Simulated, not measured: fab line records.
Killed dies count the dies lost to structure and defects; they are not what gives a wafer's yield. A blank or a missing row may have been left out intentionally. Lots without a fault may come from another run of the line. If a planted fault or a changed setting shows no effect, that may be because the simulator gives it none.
Which tool was responsible? || flow ritCmos || 13 lots, 39 wafers sampled, at 5 steps of a route of 202

## WHAT EACH GAUGE READ, for each wafer
RIT_NSD_TW_MEAS_10.
{"lot": "L155", "measured": "day 3 00:16", "on": "filmMetro-02", "NSD_TW": "3104 3087 3095"}
{"lot": "L156", "measured": "day 3 05:40", "on": "filmMetro-03", "NSD_TW": "3085 3100 3089"}
{"lot": "L157", "measured": "day 3 13:47", "on": "filmMetro-01", "NSD_TW": "3127 3130 3131"}
{"lot": "L158", "measured": "day 3 18:05", "on": "filmMetro-02", "NSD_TW": "3090 3101 3085"}
{"lot": "L164", "measured": "day 4 20:03", "on": "filmMetro-02", "NSD_TW": "3094 3095 3093"}
{"lot": "L165", "measured": "day 5 03:55", "on": "filmMetro-02", "NSD_TW": "2863 2880 2858"}
{"lot": "L166", "measured": "day 5 07:22", "on": "filmMetro-01", "NSD_TW": "3145 3156 3164"}
{"lot": "L168", "measured": "day 5 16:22", "on": "filmMetro-02", "NSD_TW": "2851 2854 2860"}
{"lot": "L170", "measured": "day 6 04:33", "on": "filmMetro-03", "NSD_TW": "3109 3114 3105"}
{"lot": "L172", "measured": "day 6 13:06", "on": "filmMetro-02", "NSD_TW": "3104 3108 3101"}
{"lot": "L174", "measured": "day 6 23:37", "on": "filmMetro-02", "NSD_TW": "3099 3121 3112"}
{"lot": "L175", "measured": "day 7 05:55", "on": "filmMetro-01", "NSD_TW": "3138 3145 3142"}
{"lot": "L176", "measured": "day 7 08:30", "on": "filmMetro-01", "NSD_TW": "3153 3152 3153"}

RIT_SDANNEAL_RS_MEAS_05: uses a four-point probe to measure.
{"lot": "L155", "measured": "day 3 02:26", "on": "filmMetro-03", "NSD_RS (ohm/sq)": "84.37 84.32 84.46"}
{"lot": "L156", "measured": "day 3 08:04", "on": "filmMetro-01", "NSD_RS (ohm/sq)": "84.23 84.59 84.40"}
{"lot": "L157", "measured": "day 3 15:50", "on": "filmMetro-01", "NSD_RS (ohm/sq)": "84.72 84.66 84.88"}
{"lot": "L158", "measured": "day 3 20:23", "on": "filmMetro-03", "NSD_RS (ohm/sq)": "84.47 84.48 84.40"}
{"lot": "L164", "measured": "day 4 22:07", "on": "filmMetro-02", "NSD_RS (ohm/sq)": "84.51 84.07 84.32"}
{"lot": "L165", "measured": "day 5 06:06", "on": "filmMetro-03", "NSD_RS (ohm/sq)": "111.81 111.92 111.76"}
{"lot": "L166", "measured": "day 5 09:32", "on": "filmMetro-03", "NSD_RS (ohm/sq)": "84.02 84.08 83.90"}
{"lot": "L168", "measured": "day 5 18:25", "on": "filmMetro-01", "NSD_RS (ohm/sq)": "112.90 113.00 112.32"}
{"lot": "L170", "measured": "day 6 06:35", "on": "filmMetro-01", "NSD_RS (ohm/sq)": "84.59 84.47 84.46"}
{"lot": "L172", "measured": "day 6 15:15", "on": "filmMetro-01", "NSD_RS (ohm/sq)": "84.79 84.53 84.53"}
{"lot": "L174", "measured": "day 7 01:46", "on": "filmMetro-03", "NSD_RS (ohm/sq)": "84.56 84.60 84.59"}
{"lot": "L175", "measured": "day 7 08:10", "on": "filmMetro-03", "NSD_RS (ohm/sq)": "84.58 84.56 84.94"}
{"lot": "L176", "measured": "day 7 10:41", "on": "filmMetro-02", "NSD_RS (ohm/sq)": "84.13 84.19 84.12"}

RIT_CONTACT_CD_MEAS_08 targets a cd of 1000 nm.
{"lot": "L155", "measured": "day 3 04:24", "on": "cdSem-02", "cdNm (nm)": "1003.6 1004.4 1004.4"}
{"lot": "L156", "measured": "day 3 10:09", "on": "cdSem-01", "cdNm (nm)": "1000.6 998.8 1000.3"}
{"lot": "L157", "measured": "day 3 17:47", "on": "cdSem-02", "cdNm (nm)": "999.3 998.2 997.9"}
{"lot": "L158", "measured": "day 3 22:20", "on": "cdSem-01", "cdNm (nm)": "1002.8 1000.9 1000.9"}
{"lot": "L164", "measured": "day 5 00:19", "on": "cdSem-02", "cdNm (nm)": "1000.3 998.8 999.0"}
{"lot": "L165", "measured": "day 5 08:11", "on": "cdSem-01", "cdNm (nm)": "1000.7 1000.1 999.8"}
{"lot": "L166", "measured": "day 5 11:35", "on": "cdSem-02", "cdNm (nm)": "1000.4 1001.3 1001.7"}
{"lot": "L168", "measured": "day 5 20:31", "on": "cdSem-01", "cdNm (nm)": "995.2 995.8 997.1"}
{"lot": "L170", "measured": "day 6 08:37", "on": "cdSem-01", "cdNm (nm)": "998.9 996.2 998.8"}
{"lot": "L172", "measured": "day 6 17:20", "on": "cdSem-01", "cdNm (nm)": "1001.7 1001.6 1002.2"}
{"lot": "L174", "measured": "day 7 03:45", "on": "cdSem-01", "cdNm (nm)": "1000.2 999.9 999.8"}
{"lot": "L175", "measured": "day 7 10:15", "on": "cdSem-01", "cdNm (nm)": "1001.4 1000.8 1002.4"}
{"lot": "L176", "measured": "day 7 12:46", "on": "cdSem-01", "cdNm (nm)": "1008.1 1004.9 1001.8"}

## TOOL THAT RAN EACH LOT (tool first, then ch and the chambers of the sampled wafers, then the start)
{"lot": "L155", "RIT_NWELL_STRIP_09": "plasmaAsher-01 ch 0,1, day 1 21:07", "RIT_NSD_IMPLANT_08": "implanter-02 ch 0, day 2 23:59"}
{"lot": "L156", "RIT_NWELL_STRIP_09": "plasmaAsher-04 ch 0,1, day 2 01:45", "RIT_NSD_IMPLANT_08": "implanter-01 ch 0, day 3 05:20"}
{"lot": "L157", "RIT_NWELL_STRIP_09": "plasmaAsher-01 ch 0,1, day 2 07:05", "RIT_NSD_IMPLANT_08": "implanter-02 ch 0, day 3 13:29"}
{"lot": "L158", "RIT_NWELL_STRIP_09": "plasmaAsher-01 ch 0,1, day 2 13:04", "RIT_NSD_IMPLANT_08": "implanter-01 ch 0, day 3 17:46"}
{"lot": "L164", "RIT_NWELL_STRIP_09": "plasmaAsher-04 ch 0,1, day 3 17:49", "RIT_NSD_IMPLANT_08": "implanter-01 ch 0, day 4 19:46"}
{"lot": "L165", "RIT_NWELL_STRIP_09": "plasmaAsher-02 ch 0,1, day 3 23:30", "RIT_NSD_IMPLANT_08": "implanter-04 ch 0, day 5 03:36"}
{"lot": "L166", "RIT_NWELL_STRIP_09": "plasmaAsher-04 ch 0,1, day 4 05:15", "RIT_NSD_IMPLANT_08": "implanter-02 ch 0, day 5 07:04"}
{"lot": "L168", "RIT_NWELL_STRIP_09": "plasmaAsher-02 ch 1, day 4 13:53", "RIT_NSD_IMPLANT_08": "implanter-04 ch 0, day 5 15:55"}
{"lot": "L170", "RIT_NWELL_STRIP_09": "plasmaAsher-01 ch 0,1, day 5 01:58", "RIT_NSD_IMPLANT_08": "implanter-02 ch 0, day 6 04:14"}
{"lot": "L172", "RIT_NWELL_STRIP_09": "plasmaAsher-04 ch 0,1, day 5 10:04", "RIT_NSD_IMPLANT_08": "implanter-02 ch 0, day 6 12:46"}
{"lot": "L174", "RIT_NWELL_STRIP_09": "plasmaAsher-04 ch 0,1, day 5 19:58", "RIT_NSD_IMPLANT_08": "implanter-02 ch 0, day 6 23:17"}
{"lot": "L175", "RIT_NWELL_STRIP_09": "plasmaAsher-02 ch 0,1, day 6 01:37", "RIT_NSD_IMPLANT_08": "implanter-02 ch 0, day 7 05:35"}
{"lot": "L176", "RIT_NWELL_STRIP_09": "plasmaAsher-04 ch 0,1, day 6 06:29", "RIT_NSD_IMPLANT_08": "implanter-02 ch 0, day 7 08:13"}
- RIT_NWELL_STRIP_09: strips in O2, time 180 s.
- RIT_NSD_IMPLANT_08

## AS READ BY THE TOOLS THEMSELVES (means over the sampled wafers that have a number; for cases with no such wafer, the mark the record gives instead)
RIT_NWELL_STRIP_09.
{"lot": "L155", "tool": "plasmaAsher-01", "drypumpMotorCurrentA (A)": 6.1}
{"lot": "L156", "tool": "plasmaAsher-04", "drypumpMotorCurrentA (A)": 6.3}
{"lot": "L157", "tool": "plasmaAsher-01", "drypumpMotorCurrentA (A)": 6.1}
{"lot": "L158", "tool": "plasmaAsher-01", "drypumpMotorCurrentA (A)": 6.0}
{"lot": "L164", "tool": "plasmaAsher-04", "drypumpMotorCurrentA (A)": 6.4}
{"lot": "L165", "tool": "plasmaAsher-02", "drypumpMotorCurrentA (A)": 6.1}
{"lot": "L166", "tool": "plasmaAsher-04", "drypumpMotorCurrentA (A)": 6.1}
{"lot": "L168", "tool": "plasmaAsher-02", "drypumpMotorCurrentA (A)": 4.9}
{"lot": "L170", "tool": "plasmaAsher-01", "drypumpMotorCurrentA (A)": 6.0}
{"lot": "L172", "tool": "plasmaAsher-04", "drypumpMotorCurrentA (A)": 6.1}
{"lot": "L174", "tool": "plasmaAsher-04", "drypumpMotorCurrentA (A)": 6.1}
{"lot": "L175", "tool": "plasmaAsher-02", "drypumpMotorCurrentA (A)": 6.2}
{"lot": "L176", "tool": "plasmaAsher-04", "drypumpMotorCurrentA (A)": 6.4}

RIT_NSD_IMPLANT_08.
{"lot": "L155", "tool": "implanter-02", "beamEnergyKeV": 25.001, "doseIonsCm2": 1e+15, "faradayCurrentUA": 3126}
{"lot": "L156", "tool": "implanter-01", "beamEnergyKeV": 25.004, "doseIonsCm2": 1e+15, "faradayCurrentUA": 3162}
{"lot": "L157", "tool": "implanter-02", "beamEnergyKeV": 24.999, "doseIonsCm2": 1e+15, "faradayCurrentUA": 3085}
{"lot": "L158", "tool": "implanter-01", "beamEnergyKeV": 25.012, "doseIonsCm2": 1e+15, "faradayCurrentUA": 3236}
{"lot": "L164", "tool": "implanter-01", "beamEnergyKeV": 24.997, "doseIonsCm2": 1e+15, "faradayCurrentUA": 3161}
{"lot": "L165", "tool": "implanter-04", "beamEnergyKeV": 24.997, "doseIonsCm2": 7e+14, "faradayCurrentUA": 2209}
{"lot": "L166", "tool": "implanter-02", "beamEnergyKeV": 25.001, "doseIonsCm2": 1e+15, "faradayCurrentUA": 3075}
{"lot": "L168", "tool": "implanter-04", "beamEnergyKeV": 25.008, "doseIonsCm2": 7e+14, "faradayCurrentUA": 2173}
{"lot": "L170", "tool": "implanter-02", "beamEnergyKeV": 25.003, "doseIonsCm2": 1e+15, "faradayCurrentUA": 3121}
{"lot": "L172", "tool": "implanter-02", "beamEnergyKeV": 24.995, "doseIonsCm2": 1e+15, "faradayCurrentUA": 3145}
{"lot": "L174", "tool": "implanter-02", "beamEnergyKeV": 24.999, "doseIonsCm2": 1e+15, "faradayCurrentUA": 3092}
{"lot": "L175", "tool": "implanter-02", "beamEnergyKeV": 25.006, "doseIonsCm2": 1e+15, "faradayCurrentUA": 3089}
{"lot": "L176", "tool": "implanter-02", "beamEnergyKeV": 25.007, "doseIonsCm2": 1e+15, "faradayCurrentUA": 3118}

## THE ANSWER, worked out from the rows above alone
Rule: what is usual is taken from the lots themselves. The widest of any qualifying gaps counts: lots, ordered by their means at a reading, are off when they make up no more than a third of the lots, leave a main group of 4 or more, and stand apart from it by 3 or more times the standard deviation of that group's means. The tables above print the reading to a certain number of digits; a main group whose means all agree to those digits is not used. A lot without any number at a reading at which 4 lots or more have one is off too. Any other lot the step has rows for is counted as sound. The gauges are gone through in route order, then the tools' own readings, and for those a lot's mean is taken as printed above. The first step at which some lot is off is used, and at that step the reading that is off furthest; a lot without a number counts as furthest.
Off: L165, L168, at RIT_NSD_TW_MEAS_10 (NSD_TW). The main group has a mean of 3116 with a standard deviation of 23.
If a tool, at a process step before that reading, ran all the lots that are off and no sound lot after the first of them, it fits. The gauges at RIT_NSD_TW_MEAS_10 aren't tried: what is off there is off at RIT_SDANNEAL_RS_MEAS_05 too, on other tools, and a gauge's error can't cause that. One fits: implanter-04 at RIT_NSD_IMPLANT_08. It ran no sound lot before its first lot that is off in this sample, so the start can't be narrowed down.
The tool's own readings at RIT_NSD_IMPLANT_08 bear it out: on the lots that are off they differ by more than 5 times the standard deviation of the sound lots' means. doseIonsCm2 reads 7e+14 there against 1e+15 on the sound lots; faradayCurrentUA reads 2191 there against 3128 on the sound lots.

## WHAT THE SIMULATOR PUT IN
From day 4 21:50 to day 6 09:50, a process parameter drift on implanter-04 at RIT_NSD_IMPLANT_08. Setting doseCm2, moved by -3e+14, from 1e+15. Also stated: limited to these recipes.
Shown lots that were struck: L165, L168. This agrees with what the rule above found.
